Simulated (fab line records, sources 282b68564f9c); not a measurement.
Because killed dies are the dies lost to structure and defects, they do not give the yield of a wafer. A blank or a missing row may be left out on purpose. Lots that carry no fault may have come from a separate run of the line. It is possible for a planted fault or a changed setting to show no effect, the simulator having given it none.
Code-filled problem report in 8D (eight disciplines) form    flow rit cmos    the parts of the form that need people (team, actions taken, sign-off) are left out

== 1. WHAT WENT WRONG ==
At RIT_PRETRO_DEVELOP_05, developer temp C averages 25.24 C over 9 wafers from 3 lots, while fault-free wafers read 23.01 C, standard deviation 0.1. Measured from the usual mean, that is +22 standard deviations.
The step: develop time 68 s.
First seen on wafer L558.1, day 4 10:00, on litho track-01. At this step, 45 wafers from 15 lots have a number in the record. Rule for "out" (also "out of limits"): further than 4 standard deviations from the usual mean. All remaining wafers that have a number are taken as sound.

== 2. WHAT IT IS, WHAT IT ISN'T ==
question                     is                      is not
which readings at this step  developer temp C        -
which lots                   L558, L560, L562        L550, L551, L552, L553, L554, L555, L556, L561, L566, L568, L570, L571
which wafers of those lots   all that have a number  -
read on which tools          litho track-01          litho track-02, litho track-03
when                         from day 4 10:00        up to then (21 sound wafers); but 15 sound wafers of L561, L566, L568, L570, L571 came after

== 3. SUSPECTS, AND WHAT RULES EACH OUT ==
Counting: any tool at a process step up to the reading is kept as a suspect provided that every lot that is out went through it and no sound lot did after the first of them.
- litho track-01 at RIT_PRETRO_DEVELOP_05 (develop time 68 s): kept. It processed each lot that is out, first L558 at day 4 10:00, and no sound lot thereafter; up to then, the last sound lot it processed was L553 at day 3 08:00. Its own readings are out on those wafers: developer temp C.
The count leaves litho track-01 at RIT_PRETRO_DEVELOP_05.

== 4. THE CAUSE (what the simulator had put in) ==
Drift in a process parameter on litho track-01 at RIT_PRETRO_DEVELOP_05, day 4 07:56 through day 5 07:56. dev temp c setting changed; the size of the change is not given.
Counting left only this tool.

== 5. THE CHAIN OF EFFECTS, in route order ==
Each row: a reading where the mean over the struck wafers with a number is more than 3 standard deviations away from the usual. Scope: only readings with a usual standard deviation given in the record; hours: median across lots of the time from each lot's start at the first step in this table that gives one to its start at this step; sigmas: change in usual standard deviations.
hours  step                   reading           usual    on struck wafers  change  sigmas
0      RIT_PRETRO_DEVELOP_05  developer temp C  23.01 C  25.24             +2.23   +22
The process steps in it:
- RIT_PRETRO_DEVELOP_05: develop time 68 s.
Later measuring or inspecting steps at which every struck wafer that the step has a row for has a number for every such reading, and none has moved that far: RIT_CONTACT_CD_MEAS_08.

== 6. WHAT WOULD HAVE CAUGHT IT SOONER ==
2 hours passed between the start of the fault at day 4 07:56 and the first reading out of limits in this record, taken at day 4 10:00.
